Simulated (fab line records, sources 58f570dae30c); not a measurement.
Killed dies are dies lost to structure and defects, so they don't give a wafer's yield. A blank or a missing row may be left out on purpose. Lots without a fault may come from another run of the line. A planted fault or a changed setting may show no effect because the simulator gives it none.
Which tool did it? | flow berkeley_cmos170 | 14 lots, 42 wafers sampled, at 6 steps of a route of 331

WHAT THE GAUGES READ, wafer by wafer
UCB170_START_BOW_MEAS_00. Usual: INCOMING_BOW 0 um, standard deviation 6.5.
lot  | measured    | on            | INCOMING_BOW (um) | flag
L532 | day 1 15:01 | film_metro-03 | 10 0 7            |
L533 | day 1 20:00 | film_metro-03 | 12 -6 -3          |
L534 | day 2 01:01 | film_metro-04 | 11 3 -11          |
L535 | day 2 06:02 | film_metro-02 | -6 -10 2          |
L540 | day 3 07:01 | film_metro-04 | -7 -14 -7         |
L541 | day 3 12:00 | film_metro-04 | -5 -1 -7          |
L542 | day 3 17:02 | film_metro-04 | -6 -2 -5          |
L543 | day 3 22:00 | film_metro-04 | 2 6 13            |
L544 | day 4 03:01 | film_metro-03 | -2 4 2            |
L548 | day 4 23:00 | film_metro-03 | -3 1 -4           |
L551 | day 5 14:01 | film_metro-04 | 0 2 3             |
L552 | day 5 19:00 | film_metro-03 | -2 1 10           |
L553 | day 6 00:00 | film_metro-04 | 3 3 0             |
L554 | day 6 05:03 | film_metro-03 | -5 -5 -5          |

UCB170_PVT_OVL_MEAS_06. Usual: PVT_OVL 1 nm, standard deviation 4.9.
lot  | measured     | on         | PVT_OVL (nm) | flag
L532 | day 7 07:26  | overlay-01 | -4 -3 -1     |
L533 | day 7 15:02  | overlay-02 | -3 0 2       |
L534 | day 7 15:17  | overlay-01 | -4 6 1       |
L535 | day 7 15:25  | overlay-02 | 0 3 1        |
L540 | day 8 12:22  | overlay-02 | 1 0 0        |
L541 | day 8 22:02  | overlay-01 | 7 13 7       |
L542 | day 8 22:18  | overlay-01 | 2 7 4        |
L543 | day 8 22:32  | overlay-02 | -5 1 5       |
L544 | day 9 09:29  | overlay-01 | 5 5 2        |
L548 | day 10 08:53 | overlay-01 | -4 -6 -9     |
L551 | day 10 09:47 | overlay-02 | -8 8 -4      |
L552 | day 11 07:35 | overlay-01 | 4 3 1        |
L553 | day 11 07:52 | overlay-02 | 8 10 6       |
L554 | day 11 20:06 | overlay-02 | -3 -6 -6     |

UCB170_SDANNEAL_RS_MEAS_04: measures by four-point-probe. Usual: PLDD_RS 1031.5 ohm/sq, standard deviation 2.5.
lot  | measured     | on            | PLDD_RS (ohm/sq)                          | flag
L532 | day 8 11:10  | film_metro-02 | 1031.2 1033.2 1034.5                      |
L533 | day 8 19:33  | film_metro-02 | 1026.7 1030.8 1031.3                      |
L534 | day 8 20:07  | film_metro-03 | 1032.8 1032.6 1034.2                      |
L535 | day 8 18:48  | film_metro-04 | 1031.0 1032.3 1032.5                      |
L540 | day 9 18:07  | film_metro-04 | 1030.8 1031.7 1029.9                      |
L541 | day 10 03:31 | film_metro-03 | 1033.4 1035.3 1032.3                      |
L542 | day 10 04:10 | film_metro-04 | 1027.7 1031.6 1027.0                      |
L543 | day 10 04:30 | film_metro-02 | 1033.0 1036.0 1033.5                      |
L544 | day 10 20:22 | film_metro-04 | 1033.2 1032.1 1034.6                      |
L548 | day 11 18:10 | film_metro-04 | 1032.6 1034.4 1034.3                      |
L551 | day 11 18:56 | film_metro-03 | 1029.8 1032.4 1031.1                      |
L552 | day 12 15:07 | film_metro-04 | 1109.8 1107.4 1108.5 1105.7 1106.3 1108.9 | OFF
L553 | day 12 15:52 | film_metro-03 | 1109.9 1109.9 1111.8 1110.9 1107.9 1108.4 | OFF
L554 | day 13 08:10 | film_metro-02 | 1033.4 1031.3 1033.5                      |

UCB170_SDANNEAL_RS_MEAS_05: measures by four-point-probe. Usual: NLDD_RS 615.7 ohm/sq, standard deviation 1.5.
lot  | measured     | on            | NLDD_RS (ohm/sq)  | flag
L532 | day 8 11:17  | film_metro-02 | 614.3 616.3 614.7 |
L533 | day 8 19:40  | film_metro-02 | 615.4 614.6 617.1 |
L534 | day 8 20:14  | film_metro-03 | 618.5 618.6 616.2 |
L535 | day 8 18:55  | film_metro-04 | 615.0 613.0 615.8 |
L540 | day 9 18:14  | film_metro-04 | 615.0 614.6 612.6 |
L541 | day 10 03:38 | film_metro-03 | 615.7 615.9 616.1 |
L542 | day 10 04:17 | film_metro-04 | 615.0 615.4 614.6 |
L543 | day 10 04:37 | film_metro-02 | 616.4 617.6 617.7 |
L544 | day 10 20:29 | film_metro-04 | 615.7 616.5 613.2 |
L548 | day 11 18:17 | film_metro-04 | 618.6 616.7 616.8 |
L551 | day 11 19:04 | film_metro-03 | 616.5 616.6 618.6 |
L552 | day 12 18:05 | film_metro-04 | 615.5 615.8 616.7 |
L553 | day 12 18:34 | film_metro-03 | 618.0 617.0 616.8 |
L554 | day 13 08:17 | film_metro-02 | 614.9 615.3 615.7 |

UCB170_CONTACT_THK_MEAS_02. Usual: CONTACT_PSG_THK 696 nm, standard deviation 6.2.
lot  | measured     | on            | CONTACT_PSG_THK (nm) | flag
L532 | day 8 14:50  | film_metro-04 | 694 699 699          |
L533 | day 8 23:43  | film_metro-04 | 696 701 700          |
L534 | day 8 23:44  | film_metro-03 | 691 691 687          |
L535 | day 8 21:58  | film_metro-04 | 692 694 698          |
L540 | day 9 21:10  | film_metro-01 | 700 698 693          |
L541 | day 10 07:03 | film_metro-04 | 691 688 688          |
L542 | day 10 06:44 | film_metro-04 | 689 692 692          |
L543 | day 10 08:29 | film_metro-03 | 693 694 689          |
L544 | day 10 23:50 | film_metro-01 | 705 703 709          |
L548 | day 11 20:44 | film_metro-03 | 701 695 703          |
L551 | day 11 22:05 | film_metro-01 | 686 683 690          |
L552 | day 12 22:53 | film_metro-01 | 701 709 707          |
L553 | day 12 22:53 | film_metro-03 | 693 698 696          |
L554 | day 13 11:40 | film_metro-03 | 692 695 694          |

WHICH TOOL RAN EACH LOT (tool, then ch and the chambers of the sampled wafers, then the start)
lot  | UCB170_SPACER_ANNEAL_02
L532 | furnace-02 ch 0, day 8 05:23
L533 | furnace-04 ch 0, day 8 10:34
L534 | furnace-04 ch 0, day 8 10:34
L535 | furnace-04 ch 0, day 8 10:34
L540 | furnace-04 ch 0, day 9 10:58
L541 | furnace-04 ch 0, day 9 20:29
L542 | furnace-04 ch 0, day 9 20:29
L543 | furnace-04 ch 0, day 9 20:29
L544 | furnace-04 ch 0, day 10 13:07
L548 | furnace-02 ch 0, day 11 10:58
L551 | furnace-02 ch 0, day 11 10:58
L552 | furnace-02 ch 0, day 12 07:40
L553 | furnace-02 ch 0, day 12 07:40
L554 | furnace-01 ch 0, day 12 23:37
- UCB170_SPACER_ANNEAL_02: time 1800 s.

WHAT THE TOOLS THEMSELVES READ (means of the sampled wafers that have a number; where no wafer has one, the mark that the record gives instead)
UCB170_SPACER_ANNEAL_02. Usual: spike_tc_centre_C 903.5 C, standard deviation 0.99; spike_tc_load_C 926.8 C, standard deviation 2.6; spike_tc_source_C 917.6 C, standard deviation 2.7.
lot  | tool       | spike_tc_centre_C (C) | spike_tc_load_C (C) | spike_tc_source_C (C) | flag
L532 | furnace-02 | 903.6                 | 924.9               | 918.7                 |
L533 | furnace-04 | 903.6                 | 929.2               | 915.0                 |
L534 | furnace-04 | 902.8                 | 929.7               | 915.6                 |
L535 | furnace-04 | 904.4                 | 928.2               | 915.3                 |
L540 | furnace-04 | 904.0                 | 928.3               | 915.0                 |
L541 | furnace-04 | 904.5                 | 929.1               | 915.3                 |
L542 | furnace-04 | 904.4                 | 929.3               | 915.7                 |
L543 | furnace-04 | 903.8                 | 928.3               | 915.7                 |
L544 | furnace-04 | 904.1                 | 928.6               | 915.1                 |
L548 | furnace-02 | 903.1                 | 924.2               | 918.4                 |
L551 | furnace-02 | 903.1                 | 923.7               | 920.2                 |
L552 | furnace-02 | 884.2                 | 904.0               | 898.4                 | OFF
L553 | furnace-02 | 883.4                 | 903.7               | 899.1                 | OFF
L554 | furnace-01 | 902.2                 | 921.6               | 926.9                 | OFF

THE ANSWER, worked out from the rows above alone
Rule: a lot is off if the mean of its wafers that have a number lies more than 3 standard deviations from the usual mean. A lot without any number at a reading at which 4 lots or more have one is off too. The other lots that the step has rows for count as sound. The gauges are gone through in route order, then the tools' own readings, and for those a lot's mean is taken as printed above. The first step at which some lot is off is used, and at that step the reading that is off furthest; a lot without a number counts as furthest.
Off: L552, L553, at UCB170_SDANNEAL_RS_MEAS_04 (PLDD_RS).
A tool fits if, at a process step before that reading, it ran every lot that is off, and no sound lot after the first of them. The gauges at UCB170_SDANNEAL_RS_MEAS_04 aren't tried: what is off there is off at UCB170_SPACER_ANNEAL_02 too, on other tools, and a gauge's error can't cause that. One fits: furnace-02 at UCB170_SPACER_ANNEAL_02. Its last sound lot is L548 (day 11 10:58), its first lot that is off L552 (day 12 07:40): a fault that began between those two fits.
The tool's own readings at UCB170_SPACER_ANNEAL_02 bear it out: on the lots that are off they differ by more than 5 times the standard deviation of the sound lots' means. spike_tc_centre_C reads 883.8 C there against 903.6 C on the sound lots; spike_tc_load_C reads 903.9 C there against 927.1 C on the sound lots; spike_tc_source_C reads 898.8 C there against 917.2 C on the sound lots.

WHAT THE SIMULATOR HAD PUT IN
Process parameter drift: furnace-02, from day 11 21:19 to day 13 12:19, at UCB170_SPACER_ANNEAL_02. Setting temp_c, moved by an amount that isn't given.
Lots struck among those shown: L552, L553. The rule above found the same.
